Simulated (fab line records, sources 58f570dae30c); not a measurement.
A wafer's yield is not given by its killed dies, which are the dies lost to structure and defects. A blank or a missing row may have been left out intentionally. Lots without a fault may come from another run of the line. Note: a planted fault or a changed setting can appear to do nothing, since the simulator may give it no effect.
A struck lot beside a sound one ; flow berkeleyCmos170 ; 25 out of 331 route steps
Sound: the wafers L728.1, L728.2, L728.3. Struck: wafers L732.4, L732.5, L732.6. The cause comes at the end.
Order at every step that has rows: each side's tool, ch and its chambers, its first start. Under that, the readings that differ: sound wafers ; struck wafers ; difference of the means ; sigmas: that difference in standard deviations of wafers without a fault.
alike: a reading whose means differ by less than 2 such deviations, as well as words and numbers matching on both sides. not compared: withheld readings; readings where some wafer has no value; bounds like >300 that might hide an equal value; numbers whose values overlap and for which the record gives no deviation.
Wherever a step has rows on one side only, a row that says differs or no value, or a row with sigmas, the two part there. Numbers that have no deviation but don't overlap get no sigmas and don't part them. A reading that every wafer of one side lacks parts them only if that side has two wafers or more.

first, 1 step without rows for these wafers: UCB170_PSD_IMPLANT_08.
UCB170_PSD_STRIP_09: strips in O2.
  sound on plasmaAsher-01 ch 0,1, day 8 17:04; struck on plasmaAsher-04 ch 0,1, day 11 01:54
  alike: drypumpMotorCurrentA, o2FlowSccm, oesProductAu, stripTimeToEndpointS
  not compared: rfHoursCounterH
UCB170_PSD_TW_MEAS_10:
  sound on filmMetro-01, day 8 17:10; struck on filmMetro-04, day 11 02:00
  alike: PSD_TW
then, 7 steps without rows for these wafers: UCB170_PSD_CLEAN_11 (cleans in SPM, time 600 s); UCB170_NSD_HMDS_00 (prime time 60 s); UCB170_NSD_COAT_01 (resist thk 900 nm); UCB170_NSD_SOFTBAKE_02 (time 60 s); UCB170_NSD_EXPOSE_03 (exposes mask NSELECT MOD, target cd 1200 nm); UCB170_NSD_PEB_04; UCB170_NSD_DEVELOP_05 (develop time 45 s).
UCB170_NSD_CD_MEAS_06: the cd target is 1200 nm.
  sound on cdSem-02, day 8 18:43; struck on cdSem-02, day 11 03:06
  alike: cdNm
UCB170_NSD_OVL_MEAS_07:
  sound on overlay-01, day 8 18:50; struck on overlay-02, day 11 03:11
  alike: NSD_OVL
UCB170_NSD_IMPLANT_08:
  sound on implanter-01 ch 0, day 8 18:52; struck on implanter-01 ch 0, day 11 03:16
reading;sound;struck;difference;sigmas
doseIonsCm2;3.0013e+15 2.9974e+15 3.0017e+15;1.6495e+15 1.6512e+15 1.6525e+15;-1.3491e+15;-99 or more
endStationPressureTorr (Torr);1.24e-05 1.32e-05 1.23e-05;8.7e-06 9.6e-06 8.5e-06;-3.7e-06;-6
faradayCurrentUA;9467 9348 9527;5035 5111 5122;-4358;-24
UCB170_NSD_STRIP_09: strips in O2.
  sound on plasmaAsher-03 ch 0,1, day 8 19:01; struck on plasmaAsher-03 ch 0,1, day 11 03:23
reading;sound;struck;difference;sigmas
oesProductAu (a.u.);0.534 0.534 0.536;0.583 0.587 0.587;+0.051;+12
stripTimeToEndpointS (s);35.81 35.86 35.90;30.35 30.41 30.45;-5.45;-74
  alike: drypumpMotorCurrentA, o2FlowSccm
  not compared: rfHoursCounterH
UCB170_NSD_TW_MEAS_10:
  sound on filmMetro-01, day 8 19:07; struck on filmMetro-04, day 11 03:47
reading;sound;struck;difference;sigmas
NSD_TW;4192 4231 4211;3827 3822 3832;-384;-8
  not compared: hold
then, 3 steps without rows for these wafers: UCB170_BACKSIDE_HMDS_00 (prime time 60 s); UCB170_BACKSIDE_COAT_01 (resist thk 900 nm); UCB170_BACKSIDE_SOFTBAKE_02 (time 60 s).
UCB170_BACKSIDE_STRIP_03: strips in O2.
  sound on plasmaAsher-03 ch 0,1, day 8 20:48; struck on plasmaAsher-02 ch 0,1, day 11 08:17
  alike: drypumpMotorCurrentA, o2FlowSccm, oesProductAu, stripTimeToEndpointS
  not compared: rfHoursCounterH
then, 1 step without rows for these wafers: UCB170_BACKSIDE_CLEAN_04 (cleans in SPM, time 600 s).
UCB170_SDANNEAL_RTA_00: time 10 s.
  sound on rtpAnneal-02 ch 0, day 8 21:05; struck on rtpAnneal-02 ch 0, day 11 08:35
  alike: annealTempCMax, lampPowerPct, wafer_temp_C_max
UCB170_SDANNEAL_RTA_01: time 5 s.
  sound on rtpAnneal-02 ch 0, day 8 21:10; struck on rtpAnneal-02 ch 0, day 11 08:39
  alike: annealTempCMax, lampPowerPct, wafer_temp_C_max
UCB170_SDANNEAL_RS_MEAS_02: the measuring method here is four-point-probe.
  sound on filmMetro-04, day 8 21:13; struck on filmMetro-01, day 11 08:44
  alike: PSD_RS
UCB170_SDANNEAL_RS_MEAS_03: the measuring method here is four-point-probe.
  sound on filmMetro-04, day 8 21:20; struck on filmMetro-01, day 11 09:08
reading;sound;struck;difference;sigmas
NSD_RS (ohm/sq);37.39 37.13 37.24;54.01 53.68 53.51;+16.48;+99 or more
  not compared: hold
UCB170_M3_PROBE_99:
  rows exist in the record for the sound wafers here (prober-01, day 9 17:17), none for the struck ones

WHERE THEY PART
At UCB170_NSD_IMPLANT_08 first; at UCB170_M3_PROBE_99 last (within this record only).

WHY: whatever the simulator had introduced
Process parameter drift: implanter-01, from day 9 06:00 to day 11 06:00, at UCB170_NSD_IMPLANT_08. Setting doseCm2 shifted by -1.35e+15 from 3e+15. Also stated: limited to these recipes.
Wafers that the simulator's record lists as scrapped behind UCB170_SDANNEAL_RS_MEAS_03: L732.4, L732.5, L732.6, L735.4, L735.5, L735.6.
